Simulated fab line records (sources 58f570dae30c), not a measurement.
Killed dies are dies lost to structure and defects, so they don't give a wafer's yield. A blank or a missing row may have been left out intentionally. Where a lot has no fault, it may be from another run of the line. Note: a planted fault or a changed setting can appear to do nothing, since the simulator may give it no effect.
Shared-tool check :: flow berkeley_cmos170 :: 42 wafers sampled across 14 lots

== WHY THIS WAS OPENED ==
2 of 14 lots carry a flag on the reading PWELL_NITRIDE_THK at UCB170_PWELL_THK_MEAS_06. Wafers without a fault read 220.3 nm, standard deviation 1.7.
Rule: a lot is flagged in two cases, either no wafer of it has a number, or all its wafers with numbers fall more than 4 standard deviations from that mean. All remaining lots are regarded as sound.

lot: L711
measured: day 2 23:35
on: film_metro-03
PWELL_NITRIDE_THK (nm), wafer by wafer: 218.8 221.5 219.3
flag: 

lot: L712
measured: day 3 07:39
on: film_metro-03
PWELL_NITRIDE_THK (nm), wafer by wafer: 222.0 221.8 220.2
flag: 

lot: L713
measured: day 3 16:21
on: film_metro-03
PWELL_NITRIDE_THK (nm), wafer by wafer: 219.9 220.7 220.3
flag: 

lot: L714
measured: day 3 16:21
on: film_metro-01
PWELL_NITRIDE_THK (nm), wafer by wafer: 215.4 216.9 217.3
flag: 

lot: L715
measured: day 3 23:10
on: film_metro-01
PWELL_NITRIDE_THK (nm), wafer by wafer: 217.0 219.3 219.0
flag: 

lot: L716
measured: day 4 04:57
on: film_metro-01
PWELL_NITRIDE_THK (nm), wafer by wafer: 221.1 222.7 221.5
flag: 

lot: L717
measured: day 4 04:58
on: film_metro-04
PWELL_NITRIDE_THK (nm), wafer by wafer: 223.1 221.2 222.4
flag: 

lot: L718
measured: day 4 11:40
on: film_metro-04
PWELL_NITRIDE_THK (nm), wafer by wafer: 189.5 187.2 188.2
flag: FLAGGED

lot: L720
measured: day 4 20:32
on: film_metro-04
PWELL_NITRIDE_THK (nm), wafer by wafer: 185.1 186.1 185.6
flag: FLAGGED

lot: L728
measured: day 6 19:29
on: film_metro-01
PWELL_NITRIDE_THK (nm), wafer by wafer: 217.6 219.8 223.0
flag: 

lot: L733
measured: day 7 10:27
on: film_metro-03
PWELL_NITRIDE_THK (nm), wafer by wafer: 220.4 221.2 219.3
flag: 

lot: L731
measured: day 7 10:28
on: film_metro-01
PWELL_NITRIDE_THK (nm), wafer by wafer: 222.1 222.1 219.6
flag: 

lot: L732
measured: day 7 10:29
on: film_metro-04
PWELL_NITRIDE_THK (nm), wafer by wafer: 219.9 219.6 218.9
flag: 

lot: L734
measured: day 7 22:56
on: film_metro-03
PWELL_NITRIDE_THK (nm), wafer by wafer: 218.4 219.1 220.4
flag: 
Average over the flagged lots: 186.9 nm; offset from the usual -33.4 nm, equal to -20 standard deviations.

== LOT BY LOT: THE TOOL USED ==
The record keeps 1 process step preceding the reading, out of 331 steps on the route. Read each cell as the tool, then ch plus the chambers that the sampled wafers visited, then the start.
lot: L711
flag: 
UCB170_PWELL_CVD_05: lpcvd-02 ch 0, day 2 21:40

lot: L712
flag: 
UCB170_PWELL_CVD_05: lpcvd-01 ch 1, day 3 05:44

lot: L713
flag: 
UCB170_PWELL_CVD_05: lpcvd-02 ch 0, day 3 14:26

lot: L714
flag: 
UCB170_PWELL_CVD_05: lpcvd-02 ch 1, day 3 14:26

lot: L715
flag: 
UCB170_PWELL_CVD_05: lpcvd-01 ch 0, day 3 21:15

lot: L716
flag: 
UCB170_PWELL_CVD_05: lpcvd-01 ch 0, day 4 03:02

lot: L717
flag: 
UCB170_PWELL_CVD_05: lpcvd-01 ch 0, day 4 03:02

lot: L718
flag: FLAGGED
UCB170_PWELL_CVD_05: lpcvd-01 ch 0, day 4 09:44

lot: L720
flag: FLAGGED
UCB170_PWELL_CVD_05: lpcvd-01 ch 0, day 4 18:35

lot: L728
flag: 
UCB170_PWELL_CVD_05: lpcvd-02 ch 0, day 6 17:34

lot: L733
flag: 
UCB170_PWELL_CVD_05: lpcvd-01 ch 0, day 7 08:31

lot: L731
flag: 
UCB170_PWELL_CVD_05: lpcvd-01 ch 0, day 7 08:31

lot: L732
flag: 
UCB170_PWELL_CVD_05: lpcvd-01 ch 1, day 7 08:31

lot: L734
flag: 
UCB170_PWELL_CVD_05: lpcvd-02 ch 1, day 7 21:01
What the steps here do:
- UCB170_PWELL_CVD_05: deposits Si3N4 from SiH2Cl2/NH3, target thk 220 nm, time 3300 s.
- UCB170_PWELL_THK_MEAS_06

== FLAGGED AGAINST TOTAL, ONE TOOL AT A TIME (gauges that did the reading follow at the end) ==
step: UCB170_PWELL_CVD_05
tool: lpcvd-01
lots run: 9
flagged: 2
share of the flagged lots: all
sound lots run after its first flagged lot: 3 (L731,L732,L733)

step: UCB170_PWELL_CVD_05
tool: lpcvd-02
lots run: 5
flagged: 0
share of the flagged lots: none
sound lots run after its first flagged lot: -

step: UCB170_PWELL_THK_MEAS_06
tool: film_metro-01
lots run: 5
flagged: 0
share of the flagged lots: none
sound lots run after its first flagged lot: -

step: UCB170_PWELL_THK_MEAS_06
tool: film_metro-03
lots run: 5
flagged: 0
share of the flagged lots: none
sound lots run after its first flagged lot: -

step: UCB170_PWELL_THK_MEAS_06
tool: film_metro-04
lots run: 4
flagged: 2
share of the flagged lots: all
sound lots run after its first flagged lot: 1 (L732)

== THE TABLE: WHAT IT ALLOWS ==
Table rows that saw every flagged lot: 2, namely lpcvd-01 at UCB170_PWELL_CVD_05 and film_metro-04 at UCB170_PWELL_THK_MEAS_06.
- lpcvd-01 at UCB170_PWELL_CVD_05: 2 of its 9 lots flagged. Sound lots followed the first flagged one (L731, L732, L733) on it, something a lasting fault affecting the whole tool could not allow. Its own readings lie more than 4 standard deviations out on every wafer of the flagged lots: nh3_flow_sccm.
- film_metro-04 at UCB170_PWELL_THK_MEAS_06: 2 of its 4 lots flagged. Sound lots followed the first flagged one (L732) on it, something a lasting fault affecting the whole tool could not allow.
Every row of the table either missed a flagged lot or ran a sound lot after the first.

== WHAT HAD BEEN PUT IN BY THE SIMULATOR ==
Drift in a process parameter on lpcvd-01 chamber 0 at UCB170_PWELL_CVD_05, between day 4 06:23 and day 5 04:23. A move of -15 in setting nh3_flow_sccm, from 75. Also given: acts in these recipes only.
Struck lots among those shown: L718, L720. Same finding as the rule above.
